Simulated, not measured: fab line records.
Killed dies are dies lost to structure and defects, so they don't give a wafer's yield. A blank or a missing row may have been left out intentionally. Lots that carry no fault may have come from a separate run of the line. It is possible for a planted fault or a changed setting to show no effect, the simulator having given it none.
The tool behind it: which one? / flow rit_cmos / 45 wafers from 15 lots sampled at 2 of the route's 202 steps

WHAT THE GAUGES SHOWED, per wafer
No reading from a measuring or inspecting step in the record can be judged against a usual standard deviation.

TOOL THAT RAN EACH LOT (tool first, then ch and the chambers of the sampled wafers, then the start)
lot=L957; RIT_REOX_CLEAN_00=wet_bench-03 ch 1, day 2 23:42; RIT_M1_PROBE_99=-
lot=L958; RIT_REOX_CLEAN_00=wet_bench-01 ch 3, day 3 01:33; RIT_M1_PROBE_99=-
lot=L962; RIT_REOX_CLEAN_00=wet_bench-03 ch 1, day 3 23:53; RIT_M1_PROBE_99=-
lot=L963; RIT_REOX_CLEAN_00=wet_bench-02 ch 1, day 4 01:20; RIT_M1_PROBE_99=-
lot=L964; RIT_REOX_CLEAN_00=wet_bench-03 ch 0, day 4 11:32; RIT_M1_PROBE_99=-
lot=L965; RIT_REOX_CLEAN_00=wet_bench-03 ch 2, day 4 11:50; RIT_M1_PROBE_99=-
lot=L966; RIT_REOX_CLEAN_00=wet_bench-01 ch 3, day 4 19:25; RIT_M1_PROBE_99=prober-01, day 5 15:53
lot=L967; RIT_REOX_CLEAN_00=wet_bench-03 ch 1, day 5 00:25; RIT_M1_PROBE_99=prober-02, day 5 23:54
lot=L968; RIT_REOX_CLEAN_00=wet_bench-02 ch 3, day 5 08:38; RIT_M1_PROBE_99=-
lot=L972; RIT_REOX_CLEAN_00=wet_bench-01 ch 1, day 6 02:07; RIT_M1_PROBE_99=-
lot=L974; RIT_REOX_CLEAN_00=wet_bench-02 ch 1, day 6 11:44; RIT_M1_PROBE_99=-
lot=L975; RIT_REOX_CLEAN_00=wet_bench-03 ch 1, day 6 13:08; RIT_M1_PROBE_99=-
lot=L976; RIT_REOX_CLEAN_00=wet_bench-01 ch 0, day 6 22:43; RIT_M1_PROBE_99=-
lot=L977; RIT_REOX_CLEAN_00=wet_bench-01 ch 0, day 7 04:01; RIT_M1_PROBE_99=-
lot=L979; RIT_REOX_CLEAN_00=wet_bench-01 ch 1, day 7 12:49; RIT_M1_PROBE_99=-
- RIT_REOX_CLEAN_00: cleans in SC1, time 600 s.
- RIT_M1_PROBE_99

WHAT THE TOOLS THEMSELVES READ (means of the sampled wafers that have a number; where no wafer has one, the mark that the record gives instead)
RIT_REOX_CLEAN_00. Usual: bath_guard_temp_C 75.0 C, standard deviation 0.48; bath_heat_duty_pct 14.9 %, standard deviation 2.1.
lot=L957; tool=wet_bench-03; bath_guard_temp_C (C)=74.8; bath_heat_duty_pct (%)=12.6; flag=
lot=L958; tool=wet_bench-01; bath_guard_temp_C (C)=75.4; bath_heat_duty_pct (%)=13.0; flag=
lot=L962; tool=wet_bench-03; bath_guard_temp_C (C)=74.7; bath_heat_duty_pct (%)=12.0; flag=
lot=L963; tool=wet_bench-02; bath_guard_temp_C (C)=74.6; bath_heat_duty_pct (%)=15.3; flag=
lot=L964; tool=wet_bench-03; bath_guard_temp_C (C)=75.2; bath_heat_duty_pct (%)=15.8; flag=
lot=L965; tool=wet_bench-03; bath_guard_temp_C (C)=74.9; bath_heat_duty_pct (%)=16.3; flag=
lot=L966; tool=wet_bench-01; bath_guard_temp_C (C)=-; bath_heat_duty_pct (%)=-; flag=OFF
lot=L967; tool=wet_bench-03; bath_guard_temp_C (C)=-; bath_heat_duty_pct (%)=-; flag=OFF
lot=L968; tool=wet_bench-02; bath_guard_temp_C (C)=-; bath_heat_duty_pct (%)=-; flag=OFF
lot=L972; tool=wet_bench-01; bath_guard_temp_C (C)=75.5; bath_heat_duty_pct (%)=17.3; flag=
lot=L974; tool=wet_bench-02; bath_guard_temp_C (C)=74.9; bath_heat_duty_pct (%)=16.0; flag=
lot=L975; tool=wet_bench-03; bath_guard_temp_C (C)=74.8; bath_heat_duty_pct (%)=12.4; flag=
lot=L976; tool=wet_bench-01; bath_guard_temp_C (C)=73.8; bath_heat_duty_pct (%)=14.9; flag=
lot=L977; tool=wet_bench-01; bath_guard_temp_C (C)=73.8; bath_heat_duty_pct (%)=15.6; flag=
lot=L979; tool=wet_bench-01; bath_guard_temp_C (C)=75.5; bath_heat_duty_pct (%)=18.3; flag=

RIT_M1_PROBE_99. Usual: killed_at_contacts 0.0, standard deviation 0.22; killed_at_front_end 7, standard deviation 3.3; killed_dies 7, standard deviation 3.3; killed_open 3.3, standard deviation 1.9; killed_short 3.6, standard deviation 2.1.
lot=L966 tool=prober-01 killed_at_contacts=0.0 killed_at_front_end=3 killed_dies=3 killed_open=1.7 killed_short=1.0 flag=
lot=L967 tool=prober-02 killed_at_contacts=0.0 killed_at_front_end=11 killed_dies=11 killed_open=5.7 killed_short=5.3 flag=

THE ANSWER, worked out from the rows above alone
Rule: take the mean of a lot's wafers that have a number; if it is more than 3 standard deviations from the usual mean, the lot is off. Also off: a lot with no number at a reading for which 4 or more lots have one. All remaining lots with rows at the step are treated as sound. The gauges are gone through in route order, then the tools' own readings, and for those a lot's mean is taken as printed above. At the first step where some lot is off, the reading lying furthest off is the one used; lots without a number count as furthest.
Off: L966, L967, L968 (RIT_REOX_CLEAN_00, bath_guard_temp_C). Without a number there: L966, L967, L968.
A tool fits if, at that step or a process step before it, it ran every lot that is off, and no sound lot after the first of them. Of those tried, none fits.

WHAT THE SIMULATOR HAD PUT IN
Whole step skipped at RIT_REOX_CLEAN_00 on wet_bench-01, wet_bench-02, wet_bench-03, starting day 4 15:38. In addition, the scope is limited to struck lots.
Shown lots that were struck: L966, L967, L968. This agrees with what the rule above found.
